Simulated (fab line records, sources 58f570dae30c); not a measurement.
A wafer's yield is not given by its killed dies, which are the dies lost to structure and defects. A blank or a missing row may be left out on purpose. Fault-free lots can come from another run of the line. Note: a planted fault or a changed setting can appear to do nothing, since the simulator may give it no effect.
Struck lot and sound lot, side by side || flow berkeleyCmos170 || 17 steps out of a route of 331
Sound: the wafers L429.3, L429.5, L429.6. Wafers L440.1, L440.3, L440.6 were the ones struck. The cause is named last.
Order at every step that has rows: each side's tool, ch and its chambers, its first start. Under that, the readings that differ: sound wafers || struck wafers || difference of the means || sigmas: that difference in standard deviations of wafers without a fault.
alike: a reading whose means differ by less than 2 such deviations, as well as words and numbers matching on both sides. not compared: withheld readings; readings where some wafer has no value; bounds like >300 that might hide an equal value; numbers whose values overlap and for which the record gives no deviation.
Wherever a step has rows on one side only, a row that says differs or no value, or a row with sigmas, the two part there. Numbers that have no deviation but don't overlap get no sigmas and don't part them. A reading that every wafer of one side lacks parts them only if that side has two wafers or more.

UCB170_V1_CMP_02: polishes SiO2.
  sound on cmp-02 ch 1,2, day 8 03:05; struck on cmp-02 ch 0,1,3, day 11 01:04
  alike: edgeZonePressureFrac, motorCurrentA
UCB170_V1_BOW_MEAS_03:
  sound on filmMetro-03 at day 8 03:26; struck on filmMetro-02 at day 11 01:19
  alike: V1_BOW
UCB170_V1_THK_MEAS_04:
  sound on filmMetro-03 at day 8 03:32; struck on filmMetro-02 at day 11 01:26
  alike: V1_POLISHED_THK
then, 7 steps without rows for these wafers: UCB170_V1_CLEAN_05 (cleans in DIW); UCB170_V1_HMDS_06 (prime time 60 s); UCB170_V1_COAT_07 (resist thk 900 nm); UCB170_V1_SOFTBAKE_08 (time 60 s); UCB170_V1_EXPOSE_09 (exposes mask VIA1, target cd 700 nm); UCB170_V1_PEB_10; UCB170_V1_DEVELOP_11 (develop time 45 s).
UCB170_V1_CD_MEAS_12: the cd target is 700 nm.
  sound on cdSem-01 at day 8 05:26; struck on cdSem-01 at day 11 02:53
  alike: cdNm
UCB170_V1_OVL_MEAS_13:
  sound on overlay-02 at day 8 05:31; struck on overlay-01 at day 11 03:00
  alike: V1_OVL
UCB170_V1_ETCH_14: etches SiO2 in CHF3/CF4/Ar, stops on Al, target depth 1250 nm, time 291 s.
  sound on rieDiel-01 ch 0,1,2, day 8 05:33; struck on rieDiel-01 ch 2,3, day 11 03:02
{"reading": "rfFwdPowerW (W)", "sound": "701.1 699.4 695.0", "struck": "1184.1 1188.5 1189.0", "difference": "+488.7", "sigmas": "+99 or more"}
{"reading": "model.KrF_of_V1_COAT_07.thkNm (nm)", "sound": "609.7 607.4 611.2", "struck": "527 524 528.1", "difference": -83, "sigmas": ""}
{"reading": "model.V1.cdNm (nm)", "sound": "701.8 701.1 700.9", "struck": "714.8 714.1 715.6", "difference": "+13.6", "sigmas": ""}
  alike: drypumpMotorCurrentA, oesProductAu, throttleValvePct
  not compared: rfHoursCounterH, model.Al_of_M1_SPUTTER_00.thkNm
UCB170_V1_STRIP_15: strips in O2.
  sound on plasmaAsher-01 ch 0,1, day 8 05:46; struck on plasmaAsher-01 ch 1, day 11 03:13
{"reading": "stripTimeToEndpointS (s)", "sound": "15.31 15.25 15.34", "struck": "13.37 13.29 13.37", "difference": -1.96, "sigmas": -20}
  alike: drypumpMotorCurrentA, o2FlowSccm, oesProductAu
  not compared: rfHoursCounterH
UCB170_V1_CD_MEAS_90: the cd target is 700 nm.
  sound on cdSem-01 at day 8 05:52; struck on cdSem-01 at day 11 03:19
{"reading": "cdNm (nm)", "sound": "701.9 701.1 701.1", "struck": "714.6 714.0 715.5", "difference": "+13.3", "sigmas": "+8"}
then, 1 step without rows for these wafers: UCB170_M2_PRE_CLEAN_00 (preclean etch time 60 s).
UCB170_M3_PROBE_99:
  only the struck wafers here have rows in the record (prober-02, day 11 13:06); the sound ones have none

## WHERE THEY PART
Earliest at UCB170_V1_ETCH_14; latest, in this record, at UCB170_M3_PROBE_99.

WHY: what had been put in by the simulator
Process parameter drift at UCB170_V1_ETCH_14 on rieDiel-01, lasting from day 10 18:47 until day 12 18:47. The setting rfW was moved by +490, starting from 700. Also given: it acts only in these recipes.
